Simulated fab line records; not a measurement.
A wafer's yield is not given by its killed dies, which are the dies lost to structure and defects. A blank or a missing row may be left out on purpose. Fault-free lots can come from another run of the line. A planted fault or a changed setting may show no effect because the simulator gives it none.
Comparing a struck lot with a sound one + flow berkeley-cmos170 + 15 out of 331 route steps
Sound: the wafers L297.1, L297.2, L297.5. Struck: wafer L307.4 (left out: L307.3, L307.5 of the same lot, which were not struck); the cause appears at the end.
Order at every step that has rows: each side's tool, ch and its chambers, its first start. Under that, the readings that differ: sound wafers + struck wafers + difference of the means + sigmas: that difference in standard deviations of wafers without a fault.
alike: readings with means less than 2 such deviations apart, plus words and numbers identical on both sides. not compared: withheld readings, readings lacking a value on some wafer, bounds such as >300 that could conceal the same value, and numbers that have no deviation in the record and whose values overlap.
A row with sigmas, a row that says differs or no value, or rows on one side alone: a step with any of these is where the two part. Non-overlapping numbers with no deviation appear without sigmas and do not part them. A reading missing from all wafers of one side parts the sides only when that side holds two or more wafers.

first, 2 steps without rows for these wafers: UCB170_M2_COAT_05 (resist thk 900 nm); UCB170_M2_SOFTBAKE_06 (time 60 s).
UCB170_M2_STRIP_07: strips in O2.
  sound on plasma-asher-03 ch 0,1, day 10 00:37; struck on plasma-asher-02 ch 0, day 11 23:22
  alike: drypump-motor-current-A, oes-product-au, strip-time-to-endpoint-s
  not compared: rf-hours-counter-h
then, 7 steps without rows for these wafers: UCB170_M2_STRIP_08 (strips KrF in DMSO, time 600 s); UCB170_M2_COAT_09; UCB170_M2_COAT_10 (resist thk 900 nm); UCB170_M2_SOFTBAKE_11 (time 60 s); UCB170_M2_EXPOSE_12 (exposes mask METAL2, target cd 700 nm); UCB170_M2_PEB_13; UCB170_M2_DEVELOP_14 (develop time 45 s).
UCB170_M2_CD_MEAS_15 targets a cd of 700 nm.
  sound on cd-sem-02, day 10 02:01; struck on cd-sem-02, day 12 00:29
  alike: cd-nm
UCB170_M2_OVL_MEAS_16:
  sound on overlay-02, day 10 02:08; struck on overlay-01, day 12 00:35
  alike: M2_OVL
UCB170_M2_ETCH_17: etches BARC in N2/H2.
  sound on rie-diel-02 ch 0,1,3, day 10 02:10; struck on rie-diel-02 ch 3, day 12 00:37
| reading               | sound             | struck | difference | sigmas      |
|-----------------------|-------------------|--------|------------|-------------|
| bias-w (W)            | 100.4 99.9 99.6   | 57.5   | -42.5      | -99 or more |
| oes-product-au (a.u.) | 0.979 1.006 0.998 | 0.837  | -0.157     | -9          |
  alike: drypump-motor-current-A, throttle-valve-pct
UCB170_M2_METAL_ETCH_18: etches Al in Cl2/BCl3, stops on SiO2, target depth 1170 nm, time 195 s.
  sound on rie-metal-01 ch 0,1, day 10 02:13; struck on rie-metal-01 ch 1, day 12 00:47
  alike: bias-w, drypump-motor-current-A, oes-product-au, throttle-valve-pct
  not compared: rf-hours-counter-h
UCB170_M3_PROBE_99:
  rows exist in the record for the sound wafers here (prober-02, day 10 08:09), none for the struck ones

== WHERE THEY PART ==
At UCB170_M2_ETCH_17 first; at UCB170_M3_PROBE_99 last (within this record only).

WHY: the cause the simulator had injected
rie-diel-02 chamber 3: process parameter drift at UCB170_M2_ETCH_17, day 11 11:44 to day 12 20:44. A move of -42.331 in setting bias-w, from 100. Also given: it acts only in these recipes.
